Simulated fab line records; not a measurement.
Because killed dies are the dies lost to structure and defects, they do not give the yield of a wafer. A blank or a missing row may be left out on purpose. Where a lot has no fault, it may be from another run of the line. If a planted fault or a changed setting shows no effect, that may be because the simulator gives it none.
8D (eight disciplines) problem report, filled in by code ; flow berkeley-cmos170 ; the parts of the form that need people (team, actions taken, sign-off) are left out

== 1. THE PROBLEM ==
PFIELD_OVL at UCB170_PFIELD_OVL_MEAS_06 reads a mean of 263 nm on 12 wafers of 4 lots; wafers without a fault read 1 nm with a standard deviation of 5.9. That puts it +44 standard deviations away from the usual mean.
Seen first at day 7 22:50 on overlay-02, wafer L769.1. The record has a number at this step for 48 wafers belonging to 16 lots. The rule behind "out" and "out of limits": a value lying over 4 standard deviations away from the usual mean. Any other wafer with a number is counted as sound.

== 2. WHAT IT IS, AND WHAT IT ISN'T ==
question;is;is not
which readings at this step;PFIELD_OVL;-
which lots;L769, L771, L773, L775;L756, L757, L758, L759, L760, L762, L763, L766, L768, L770, L772, L774
which wafers of those lots;all that have a number;-
read on which gauges;overlay-01, overlay-02;-
when;from day 7 22:50;"up to then (27 sound wafers); but 9 sound wafers of L770, L772, L774 came after"

== 3. WHAT RULES OUT EACH SUSPECT ==
Counting: any tool at a process step up to the reading is kept as a suspect provided that every lot that is out went through it and no sound lot did after the first of them.
- ruled out: the gauge at UCB170_PFIELD_OVL_MEAS_06. Those wafers that are out were read across 2 gauges (overlay-01, overlay-02).
- krf-scanner-02 at UCB170_PFIELD_EXPOSE_03 (exposes mask PFIELD, target cd 1500 nm): kept. It ran every lot that is out, first L769 (day 7 22:03), and no sound lot after that; its last sound lot up to then is L768 (day 7 14:37).
Remaining after the count: krf-scanner-02 at UCB170_PFIELD_EXPOSE_03.

== 4. THE CAUSE (what the simulator had put in) ==
Scanner matching overlay: krf-scanner-02, from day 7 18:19 on, at UCB170_PFIELD_EXPOSE_03. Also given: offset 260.
This tool alone remained once counting was done.

== 5. THE EFFECT CHAIN, in route order ==
Rows list readings where the struck wafers' mean (over those with a number) sits beyond 3 standard deviations from the usual. Readings are gone through only where the record gives a usual standard deviation; hours: the median, over the lots, of the time from a lot's start at the first step in this table giving one to that lot's start at this step; sigmas: the change measured in usual standard deviations.
hours;step;reading;usual;on struck wafers;change;sigmas
0;UCB170_PFIELD_OVL_MEAS_06;PFIELD_OVL;1 nm;263;+262;+44
At these later measuring or inspecting steps, every struck wafer for which the step has a row has a number for every such reading, and none has moved that far: UCB170_FIELD_THK_MEAS_90.

== 6. HOW IT WOULD HAVE BEEN CAUGHT EARLIER ==
5 hours passed between the start of the fault at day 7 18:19 and the first reading out of limits at a measuring or inspecting step in this record, taken at day 7 22:50.
No tool reading at UCB170_PFIELD_EXPOSE_03 that has a usual standard deviation in the record was out on any struck wafer, so an alarm limit of 4 standard deviations on those readings would not have fired.
Of the lots that are out (4), L771, L773, L775 began UCB170_PFIELD_EXPOSE_03 on krf-scanner-02 after day 7 22:50. A hold on the tool at that time would have spared those 3.
